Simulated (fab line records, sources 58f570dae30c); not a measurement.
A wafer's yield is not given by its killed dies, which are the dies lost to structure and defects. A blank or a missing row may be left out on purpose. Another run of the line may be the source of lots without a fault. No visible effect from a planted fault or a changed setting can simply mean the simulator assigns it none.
Which tool was responsible? + flow berkeley cmos170 + 36 wafers sampled from 12 lots at 1 step of a route of 331

WHAT THE GAUGES SHOWED, per wafer
UCB170_PWELL_THK_MEAS_03.
| lot  | measured    | on            | PWELL_OXIDE_THK (nm) |
|------|-------------|---------------|----------------------|
| L076 | day 3 07:50 | film metro-03 | 25.4 25.9 25.4       |
| L078 | day 3 15:33 | film metro-02 | 26.1 26.3 25.9       |
| L079 | day 4 03:08 | film metro-02 | 26.4 26.3 26.5       |
| L081 | day 4 10:52 | film metro-02 | 26.3 26.3 26.4       |
| L083 | day 4 20:17 | film metro-01 | 26.8 26.5 26.5       |
| L086 | day 5 04:47 | film metro-02 | 25.5 26.0 25.8       |
| L087 | day 5 19:07 | film metro-01 | 25.6 26.0 25.8       |
| L089 | day 6 09:27 | film metro-02 | 27.2 27.3 27.1       |
| L091 | day 7 00:37 | film metro-03 | 25.8 25.9 25.6       |
| L093 | day 7 06:07 | film metro-03 | 27.1 27.1 27.4       |
| L095 | day 7 16:53 | film metro-03 | 27.3 27.5 27.5       |
| L097 | day 7 22:20 | film metro-03 | 26.7 26.5 26.2       |

WHAT TOOL EACH LOT RAN ON (gives the tool, then ch and the chambers of the sampled wafers, and finally the start)
There is no process step in the record ahead of these readings.

THE ANSWER, worked out from the rows above alone
Rule: the usual values come from the lots themselves. Put in order of their means at a reading, lots are off if they are a third of the lots or fewer, leave a main group of 4 or more, and stand apart from it by a gap of 3 or more times the standard deviation of the main group's means; of several such gaps the widest counts. The tables above print the reading to a certain number of digits; a main group whose means all agree to those digits is not used. A lot without any number at a reading at which 4 lots or more have one is off too. All remaining lots with rows at the step are treated as sound.
None of the lots is off at any reading shown; this tells nothing.

WHAT WAS PUT IN BY THE SIMULATOR
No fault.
